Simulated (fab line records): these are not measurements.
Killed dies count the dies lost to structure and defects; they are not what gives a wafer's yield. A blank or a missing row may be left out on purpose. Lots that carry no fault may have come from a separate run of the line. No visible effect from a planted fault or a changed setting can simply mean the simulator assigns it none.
Which tool did it? | flow berkeley cmos170 | 13 lots, 39 wafers sampled, at 4 steps of a route of 331

WHAT EACH GAUGE READ, for each wafer
UCB170_START_THK_MEAS_03.
lot  | measured    | on            | START_OXIDE_THK (nm)
L619 | day 1 17:04 | film metro-02 | 19.7 19.9 19.8
L620 | day 1 17:05 | film metro-01 | 20.1 20.0 19.9
L621 | day 2 00:37 | film metro-02 | 20.2 20.5 20.3
L623 | day 2 07:41 | film metro-01 | 19.0 19.3 19.4
L622 | day 2 07:43 | film metro-03 | 20.1 19.4 19.8
L624 | day 2 17:20 | film metro-02 | 20.0 19.9 19.7
L625 | day 3 01:35 | film metro-03 | 19.8 20.0 19.8
L626 | day 3 01:36 | film metro-02 | 19.8 19.6 19.4
L633 | day 4 11:54 | film metro-03 | 20.7 20.6 20.3
L634 | day 4 19:15 | film metro-01 | 20.7 20.5 20.5
L635 | day 4 20:58 | film metro-03 | 20.0 20.0 19.9
L637 | day 5 09:32 | film metro-03 | 19.8 20.0 20.1
L641 | day 6 05:04 | film metro-01 | 19.8 19.6 19.5

UCB170_PVT_TW_MEAS_09.
lot  | measured     | on            | PVT_TW
L619 | day 6 11:53  | film metro-03 | 499 496 497
L620 | day 6 11:42  | film metro-04 | 505 501 502
L621 | day 7 15:20  | film metro-03 | 500 505 500
L623 | day 7 15:47  | film metro-02 | 502 505 505
L622 | day 7 15:32  | film metro-02 | 508 506 507
L624 | day 7 15:38  | film metro-03 | 498 504 503
L625 | day 7 15:14  | film metro-02 | 508 504 506
L626 | day 7 15:54  | film metro-03 | 501 499 504
L633 | day 9 06:00  | film metro-04 | 506 507 504
L634 | day 9 15:34  | film metro-03 | 497 499 498
L635 | day 9 15:25  | film metro-03 | 499 499 500
L637 | day 10 11:47 | film metro-02 | 506 506 507
L641 | day 11 05:04 | film metro-03 | 498 496 498

UCB170_PLDD_CD_MEAS_06 targets a cd of 1200 nm.
lot  | measured     | on        | cd nm (nm)
L619 | day 7 06:55  | cd sem-01 | 1199.9 1200.3 1200.6
L620 | day 7 06:35  | cd sem-01 | 1202.5 1202.1 1202.5
L621 | day 8 11:20  | cd sem-01 | 1197.6 1197.2 1196.4
L623 | day 8 10:51  | cd sem-01 | 1200.9 1199.5 1200.0
L622 | day 8 10:39  | cd sem-01 | 1201.2 1201.0 1200.2
L624 | day 8 11:01  | cd sem-01 | 1201.3 1201.3 1201.8
L625 | day 8 10:29  | cd sem-01 | 1202.7 1199.6 1201.0
L626 | day 8 11:14  | cd sem-01 | 1201.8 1202.0 1201.1
L633 | day 9 21:20  | cd sem-02 | 1199.2 1201.5 1199.7
L634 | day 10 11:43 | cd sem-02 | 1200.7 1199.4 1199.7
L635 | day 10 11:58 | cd sem-01 | 1200.8 1199.8 1202.3
L637 | day 11 05:58 | cd sem-01 | 1198.7 1198.2 1199.7
L641 | day 12 04:57 | cd sem-01 | 1201.7 1202.1 1201.8

TOOL THAT RAN EACH LOT (tool first, then ch and the chambers of the sampled wafers, then the start)
lot  | UCB170_NWELL_OXIDATION_01
L619 | furnace-04 ch 0, day 2 01:39
L620 | furnace-04 ch 0, day 2 01:39
L621 | furnace-02 ch 0, day 2 14:28
L623 | furnace-01 ch 0, day 2 22:31
L622 | furnace-01 ch 0, day 2 22:31
L624 | furnace-02 ch 0, day 3 06:29
L625 | furnace-02 ch 0, day 3 10:50
L626 | furnace-02 ch 0, day 3 10:50
L633 | furnace-04 ch 0, day 4 23:30
L634 | furnace-01 ch 0, day 5 05:49
L635 | furnace-01 ch 0, day 5 05:49
L637 | furnace-01 ch 0, day 5 21:36
L641 | furnace-01 ch 0, day 6 15:14
- UCB170_NWELL_OXIDATION_01: target thk 26.4 nm, ox time 1260 s.

WHAT THE TOOLS THEMSELVES READ (means of the sampled wafers that have a number; where no wafer has one, the mark that the record gives instead)
UCB170_NWELL_OXIDATION_01.
lot  | tool       | ox temp c max | spike tc centre C (C)
L619 | furnace-04 | 1004.2        | 1002.2
L620 | furnace-04 | 1005.8        | 1002.2
L621 | furnace-02 | 1003.5        | 1001.3
L623 | furnace-01 | 1006.8        | 1003.3
L622 | furnace-01 | 1007.1        | 1003.6
L624 | furnace-02 | 1003.2        | 1002.4
L625 | furnace-02 | 1003.9        | 1000.7
L626 | furnace-02 | 1003.9        | 1000.4
L633 | furnace-04 | 1005.4        | 1001.9
L634 | furnace-01 | 1006.9        | 1004.7
L635 | furnace-01 | 1006.2        | 1004.2
L637 | furnace-01 | 1006.9        | 1004.6
L641 | furnace-01 | 1006.3        | 1003.4

THE ANSWER, worked out from the rows above alone
Rule: what is usual is taken from the lots themselves. Put in order of their means at a reading, lots are off if they are a third of the lots or fewer, leave a main group of 4 or more, and stand apart from it by a gap of 3 or more times the standard deviation of the main group's means; of several such gaps the widest counts. If all means in a main group match to the digits the tables above print for the reading, that group is not used. Also off: a lot with no number at a reading for which 4 or more lots have one. Any other lot the step has rows for is counted as sound. Order of review: gauges by route order, followed by the tools' own readings, for which a lot's mean as printed above is used. At the first step where some lot is off, the reading lying furthest off is the one used; lots without a number count as furthest.
Across all readings shown, no lot is off: no conclusion can be drawn from this.

WHAT WAS PUT IN BY THE SIMULATOR
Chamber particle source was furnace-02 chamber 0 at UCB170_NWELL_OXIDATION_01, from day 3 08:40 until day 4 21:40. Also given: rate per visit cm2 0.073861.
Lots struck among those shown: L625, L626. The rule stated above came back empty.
